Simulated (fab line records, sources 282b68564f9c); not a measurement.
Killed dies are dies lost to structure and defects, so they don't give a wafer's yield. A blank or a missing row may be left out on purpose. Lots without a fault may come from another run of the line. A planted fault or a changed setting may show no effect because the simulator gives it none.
Which tool did it? | flow rit_cmos | 14 lots, 42 wafers sampled, at 3 steps of a route of 202

WHAT THE GAUGES READ, wafer by wafer
RIT_NSD_TW_MEAS_10.
lot  | measured    | on            | NSD_TW
L238 | day 3 12:26 | film_metro-01 | 3092 3107 3108
L239 | day 3 14:33 | film_metro-04 | 3103 3085 3083
L240 | day 3 19:02 | film_metro-03 | 3163 3163 3169
L243 | day 4 08:39 | film_metro-03 | 3158 3160 3136
L241 | day 4 08:57 | film_metro-01 | 3103 3084 3118
L244 | day 4 13:35 | film_metro-03 | 3130 3145 3158
L245 | day 4 18:31 | film_metro-01 | 3107 3102 3098
L247 | day 5 03:17 | film_metro-03 | 3129 3145 3154
L249 | day 5 13:52 | film_metro-01 | 3099 3109 3114
L251 | day 5 23:36 | film_metro-04 | 3072 3101 3072
L253 | day 6 10:50 | film_metro-04 | 3102 3096 3100
L255 | day 7 03:04 | film_metro-04 | 3161 3137 3159
L256 | day 7 10:00 | film_metro-03 | 3212 3219 3219
L259 | day 8 05:44 | film_metro-01 | 3106 3101 3098

RIT_SDANNEAL_RS_MEAS_05: measures by four-point-probe.
lot  | measured    | on            | NSD_RS (ohm/sq)
L238 | day 3 14:46 | film_metro-01 | 84.73 84.89 84.71
L239 | day 3 16:53 | film_metro-01 | 84.51 84.39 84.53
L240 | day 3 21:11 | film_metro-03 | 84.76 84.79 84.64
L243 | day 4 10:53 | film_metro-04 | 84.53 84.26 84.62
L241 | day 4 11:00 | film_metro-03 | 84.36 84.51 84.57
L244 | day 4 15:38 | film_metro-01 | 84.67 84.66 84.64
L245 | day 4 20:42 | film_metro-03 | 85.14 84.57 84.86
L247 | day 5 05:27 | film_metro-01 | 84.03 84.50 83.98
L249 | day 5 16:05 | film_metro-04 | 84.49 84.52 84.36
L251 | day 6 01:45 | film_metro-04 | 84.47 84.35 84.50
L253 | day 6 12:53 | film_metro-01 | 84.51 84.40 84.37
L255 | day 7 05:05 | film_metro-04 | 78.86 78.99 78.82
L256 | day 7 12:13 | film_metro-01 | 78.79 78.80 78.96
L259 | day 8 07:48 | film_metro-04 | 84.28 84.54 84.51

WHICH TOOL RAN EACH LOT (tool, then ch and the chambers of the sampled wafers, then the start)
lot  | RIT_NSD_IMPLANT_08
L238 | implanter-03 ch 0, day 3 12:07
L239 | implanter-03 ch 0, day 3 14:14
L240 | implanter-03 ch 0, day 3 18:43
L243 | implanter-03 ch 0, day 4 08:20
L241 | implanter-04 ch 0, day 4 08:38
L244 | implanter-04 ch 0, day 4 13:18
L245 | implanter-01 ch 0, day 4 18:13
L247 | implanter-01 ch 0, day 5 02:58
L249 | implanter-01 ch 0, day 5 13:34
L251 | implanter-01 ch 0, day 5 23:17
L253 | implanter-04 ch 0, day 6 10:32
L255 | implanter-01 ch 0, day 7 02:44
L256 | implanter-01 ch 0, day 7 09:40
L259 | implanter-03 ch 0, day 8 05:28
- RIT_NSD_IMPLANT_08

WHAT THE TOOLS THEMSELVES READ (means of the sampled wafers that have a number; where no wafer has one, the mark that the record gives instead)
RIT_NSD_IMPLANT_08.
lot  | tool         | dose_ions_cm2 | end_station_pressure_torr (Torr) | faraday_current_uA
L238 | implanter-03 | 1e+15         | 7.7e-06                          | 3114
L239 | implanter-03 | 1e+15         | 7.1e-06                          | 3070
L240 | implanter-03 | 1e+15         | 7.9e-06                          | 3120
L243 | implanter-03 | 1e+15         | 7.6e-06                          | 3100
L241 | implanter-04 | 1e+15         | 7.2e-06                          | 3146
L244 | implanter-04 | 1e+15         | 7.8e-06                          | 3142
L245 | implanter-01 | 1e+15         | 7.9e-06                          | 3110
L247 | implanter-01 | 1e+15         | 7.2e-06                          | 3074
L249 | implanter-01 | 1e+15         | 7.4e-06                          | 3166
L251 | implanter-01 | 1e+15         | 7.2e-06                          | 3145
L253 | implanter-04 | 1e+15         | 7.6e-06                          | 3130
L255 | implanter-01 | 1e+15         | 8.0e-06                          | 3461
L256 | implanter-01 | 1e+15         | 8.1e-06                          | 3426
L259 | implanter-03 | 1e+15         | 7.9e-06                          | 3140

THE ANSWER, worked out from the rows above alone
Rule: what is usual is taken from the lots themselves. Put in order of their means at a reading, lots are off if they are a third of the lots or fewer, leave a main group of 4 or more, and stand apart from it by a gap of 3 or more times the standard deviation of the main group's means; of several such gaps the widest counts. A main group whose means are all the same, to the digits that the tables above print for the reading, isn't used. A lot without any number at a reading at which 4 lots or more have one is off too. The other lots that the step has rows for count as sound. The gauges are gone through in route order, then the tools' own readings, and for those a lot's mean is taken as printed above. The first step at which some lot is off is used, and at that step the reading that is off furthest; a lot without a number counts as furthest.
Off: L255, L256, at RIT_SDANNEAL_RS_MEAS_05 (NSD_RS). The main group: mean 84.53 ohm/sq, standard deviation 0.18.
A tool fits if, at a process step before that reading, it ran every lot that is off, and no sound lot after the first of them. The gauges at RIT_SDANNEAL_RS_MEAS_05 aren't tried: what is off there is off at RIT_NSD_IMPLANT_08 too, on other tools, and a gauge's error can't cause that. One fits: implanter-01 at RIT_NSD_IMPLANT_08. Its last sound lot is L251 (day 5 23:17), its first lot that is off L255 (day 7 02:44): a fault that began between those two fits.
The tool's own readings at RIT_NSD_IMPLANT_08 bear it out: on the lots that are off they differ by more than 5 times the standard deviation of the sound lots' means. faraday_current_uA reads 3444 there against 3121 on the sound lots.

WHAT THE SIMULATOR HAD PUT IN
Process parameter drift: implanter-01, from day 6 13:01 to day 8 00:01, at RIT_NSD_IMPLANT_08. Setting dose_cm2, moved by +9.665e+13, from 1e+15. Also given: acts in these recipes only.
Lots struck among those shown: L255, L256. The rule above found the same.
